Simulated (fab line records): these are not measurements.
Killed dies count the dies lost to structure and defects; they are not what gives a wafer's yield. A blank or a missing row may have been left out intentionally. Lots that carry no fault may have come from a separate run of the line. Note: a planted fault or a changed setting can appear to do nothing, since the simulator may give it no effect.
The tool behind it: which one? + flow berkeley-cmos170 + 13 lots with 37 wafers sampled at 4 steps, on a route of 331 steps

## WHAT THE GAUGES SHOWED, per wafer
UCB170_PLDD_CD_MEAS_06: the cd target is 1200 nm. Usual: cd-nm 1200.1 nm, standard deviation 1.3.
| lot  | measured     | on        | cd-nm (nm)           | flag |
|------|--------------|-----------|----------------------|------|
| L810 | day 7 17:05  | cd-sem-01 | 1200.8 1200.3 1200.1 |      |
| L812 | day 7 16:43  | cd-sem-01 | 1200.9 1199.1 1200.6 |      |
| L818 | day 9 09:47  | cd-sem-02 | 1201.0 1200.7 1200.4 |      |
| L820 | day 9 15:55  | cd-sem-02 | 1198.3 1198.0 1199.8 |      |
| L821 | day 10 00:52 | cd-sem-01 | 1201.2 1201.8 1203.3 |      |
| L823 | day 10 08:59 | cd-sem-02 | 1199.0 1197.7 1197.8 |      |
| L825 | day 10 21:46 | cd-sem-02 | 1198.0 1199.3 1198.0 |      |
| L828 | day 11 13:12 | cd-sem-02 | 1200.4 1199.3 1199.5 |      |
| L829 | day 11 22:22 | cd-sem-02 | 1201.2 1200.2 1201.0 |      |
| L830 | day 11 22:15 | cd-sem-02 | 1201.1 1201.8 1201.4 |      |
| L832 | day 11 22:58 | cd-sem-02 | 1201.3 1199.7 1200.1 |      |
| L831 | day 11 23:03 | cd-sem-02 | 1200.1 1201.5 1201.0 |      |

## WHAT TOOL EACH LOT RAN ON (gives the tool, then ch and the chambers of the sampled wafers, and finally the start)
| lot  | UCB170_PFIELD_STRIP_08              | UCB170_NVT_STRIP_08                  | UCB170_GATE_ETCH_15              |
|------|-------------------------------------|--------------------------------------|----------------------------------|
| L810 | plasma-asher-04 ch 0,1, day 4 22:13 | plasma-asher-04 ch 0,1, day 6 19:27  | rie-si-02 ch 2,3, day 7 15:17    |
| L812 | plasma-asher-02 ch 0,1, day 4 23:07 | plasma-asher-04 ch 0,1, day 6 18:49  | rie-si-02 ch 0,2,3, day 7 14:58  |
| L813 | plasma-asher-01 ch 0, day 5 18:01   | plasma-asher-02 ch 1, day 7 10:13    | rie-si-02 ch 2, day 8 03:58      |
| L818 | plasma-asher-04 ch 0,1, day 6 19:38 | plasma-asher-02 ch 0,1, day 8 11:01  | rie-si-01 ch 0,1,3, day 9 08:02  |
| L820 | plasma-asher-04 ch 0,1, day 7 04:29 | plasma-asher-04 ch 1, day 8 20:02    | rie-si-01 ch 2,3, day 9 14:22    |
| L821 | plasma-asher-02 ch 0,1, day 7 12:00 | plasma-asher-02 ch 0, day 9 05:50    | rie-si-01 ch 0,1,3, day 9 23:24  |
| L823 | plasma-asher-01 ch 0, day 7 22:01   | plasma-asher-04 ch 0,1, day 9 14:04  | rie-si-01 ch 0,1,3, day 10 07:08 |
| L825 | plasma-asher-04 ch 0,1, day 8 09:14 | plasma-asher-03 ch 0,1, day 9 22:42  | rie-si-01 ch 0,2,3, day 10 19:58 |
| L828 | plasma-asher-01 ch 0,1, day 9 06:27 | plasma-asher-02 ch 0,1, day 10 19:40 | rie-si-02 ch 0,1,2, day 11 11:26 |
| L829 | plasma-asher-04 ch 0,1, day 9 13:31 | plasma-asher-04 ch 1, day 11 00:25   | rie-si-02 ch 0,3, day 11 19:57   |
| L830 | plasma-asher-02 ch 0,1, day 9 13:40 | plasma-asher-02 ch 0,1, day 11 00:41 | rie-si-01 ch 0,1,3, day 11 19:43 |
| L832 | plasma-asher-01 ch 0,1, day 9 13:50 | plasma-asher-04 ch 0,1, day 11 00:45 | rie-si-02 ch 0,1,3, day 11 20:26 |
| L831 | plasma-asher-01 ch 0,1, day 9 14:33 | plasma-asher-03 ch 0,1, day 11 00:34 | rie-si-01 ch 0,1,3, day 11 20:11 |
- UCB170_PFIELD_STRIP_08: strips in O2.
- UCB170_NVT_STRIP_08: strips in O2.
- UCB170_GATE_ETCH_15: etches poly-Si in HBr/Cl2, stops on SiO2, time 56.3 s, target depth 278.2 nm.

## WHAT THE TOOLS THEMSELVES READ (means of the sampled wafers that have a number; where no wafer has one, the mark that the record gives instead)
UCB170_PFIELD_STRIP_08. Usual: drypump-motor-current-A 5.9 A, standard deviation 0.35; oes-product-au 0.734 a.u., standard deviation 0.0043; strip-time-to-endpoint-s 21.63 s, standard deviation 0.066.
| lot  | tool            | drypump-motor-current-A (A) | oes-product-au (a.u.) | strip-time-to-endpoint-s (s) | flag |
|------|-----------------|-----------------------------|-----------------------|------------------------------|------|
| L810 | plasma-asher-04 | 5.4                         | 0.734                 | 21.52                        |      |
| L812 | plasma-asher-02 | 6.0                         | 0.736                 | 21.67                        |      |
| L813 | plasma-asher-01 | 6.3                         | 0.739                 | 21.64                        |      |
| L818 | plasma-asher-04 | 5.4                         | 0.734                 | 21.66                        |      |
| L820 | plasma-asher-04 | 5.7                         | 0.735                 | 21.59                        |      |
| L821 | plasma-asher-02 | 6.0                         | 0.737                 | 21.53                        |      |
| L823 | plasma-asher-01 | 6.3                         | 0.729                 | 21.68                        |      |
| L825 | plasma-asher-04 | 5.4                         | 0.730                 | 21.57                        |      |
| L828 | plasma-asher-01 | 6.2                         | 0.738                 | 21.74                        |      |
| L829 | plasma-asher-04 | 5.5                         | 0.733                 | 21.62                        |      |
| L830 | plasma-asher-02 | 5.9                         | 0.733                 | 21.65                        |      |
| L832 | plasma-asher-01 | 6.3                         | 0.735                 | 21.60                        |      |
| L831 | plasma-asher-01 | 6.3                         | 0.736                 | 21.65                        |      |

UCB170_NVT_STRIP_08. Usual: drypump-motor-current-A 5.6 A, standard deviation 0.31; oes-product-au 0.735 a.u., standard deviation 0.0048; strip-time-to-endpoint-s 21.62 s, standard deviation 0.059.
| lot  | tool            | drypump-motor-current-A (A) | oes-product-au (a.u.) | strip-time-to-endpoint-s (s) | flag |
|------|-----------------|-----------------------------|-----------------------|------------------------------|------|
| L810 | plasma-asher-04 | 5.7                         | 0.735                 | 21.58                        |      |
| L812 | plasma-asher-04 | 5.6                         | 0.739                 | 21.65                        |      |
| L813 | plasma-asher-02 | 6.2                         | 0.732                 | 21.66                        |      |
| L818 | plasma-asher-02 | 5.9                         | 0.737                 | 21.70                        |      |
| L820 | plasma-asher-04 | 5.2                         | 0.737                 | 21.54                        |      |
| L821 | plasma-asher-02 | 5.7                         | 0.736                 | 21.60                        |      |
| L823 | plasma-asher-04 | 5.6                         | 0.730                 | 21.56                        |      |
| L825 | plasma-asher-03 | 5.5                         | 0.734                 | 21.67                        |      |
| L828 | plasma-asher-02 | 6.0                         | 0.735                 | 21.58                        |      |
| L829 | plasma-asher-04 | 5.2                         | 0.734                 | 21.65                        |      |
| L830 | plasma-asher-02 | 6.0                         | 0.736                 | 21.60                        |      |
| L832 | plasma-asher-04 | 5.7                         | 0.736                 | 21.55                        |      |
| L831 | plasma-asher-03 | 5.5                         | 0.737                 | 21.67                        |      |

UCB170_GATE_ETCH_15. Usual: drypump-motor-current-A 5.7 A, standard deviation 0.48; oes-product-au 0.830 a.u., standard deviation 0.015; run-length-s 84.8 s, standard deviation 0.45; throttle-valve-pct 26.33 %, standard deviation 0.26.
| lot  | tool      | drypump-motor-current-A (A) | oes-product-au (a.u.) | run-length-s (s) | throttle-valve-pct (%) | flag |
|------|-----------|-----------------------------|-----------------------|------------------|------------------------|------|
| L810 | rie-si-02 | 6.1                         | 0.834                 | 85.0             | 26.12                  |      |
| L812 | rie-si-02 | 6.1                         | 0.824                 | 84.8             | 26.38                  |      |
| L813 | rie-si-02 | 6.7                         | 0.970                 | 62.6             | 26.34                  | OFF  |
| L818 | rie-si-01 | 5.4                         | 0.846                 | 84.9             | 26.35                  |      |
| L820 | rie-si-01 | 5.7                         | 0.824                 | 85.2             | 26.08                  |      |
| L821 | rie-si-01 | 5.4                         | 0.837                 | 84.8             | 26.36                  |      |
| L823 | rie-si-01 | 5.4                         | 0.843                 | 84.6             | 26.34                  |      |
| L825 | rie-si-01 | 5.4                         | 0.832                 | 85.1             | 26.24                  |      |
| L828 | rie-si-02 | 6.0                         | 0.821                 | 84.7             | 26.51                  |      |
| L829 | rie-si-02 | 5.8                         | 0.834                 | 84.5             | 26.27                  |      |
| L830 | rie-si-01 | 5.4                         | 0.845                 | 84.8             | 26.39                  |      |
| L832 | rie-si-02 | 5.7                         | 0.823                 | 84.4             | 26.39                  |      |
| L831 | rie-si-01 | 5.4                         | 0.845                 | 85.0             | 26.39                  |      |

## THE ANSWER, worked out from the rows above alone
Rule: lot off if the mean of its wafers having a number is beyond 3 standard deviations from the usual mean. Also off: a lot with no number at a reading for which 4 or more lots have one. Any other lot the step has rows for is counted as sound. The gauges are gone through in route order, then the tools' own readings, and for those a lot's mean is taken as printed above. The first step at which some lot is off is used, and at that step the reading that is off furthest; a lot without a number counts as furthest.
Off, at UCB170_GATE_ETCH_15 on run-length-s: L813.
If a tool, at that step or one of the process steps before it, ran each lot that is off and ran no sound lot following the first of them, it fits. Not one of the candidates tried fits.

## WHAT THE SIMULATOR HAD PUT IN
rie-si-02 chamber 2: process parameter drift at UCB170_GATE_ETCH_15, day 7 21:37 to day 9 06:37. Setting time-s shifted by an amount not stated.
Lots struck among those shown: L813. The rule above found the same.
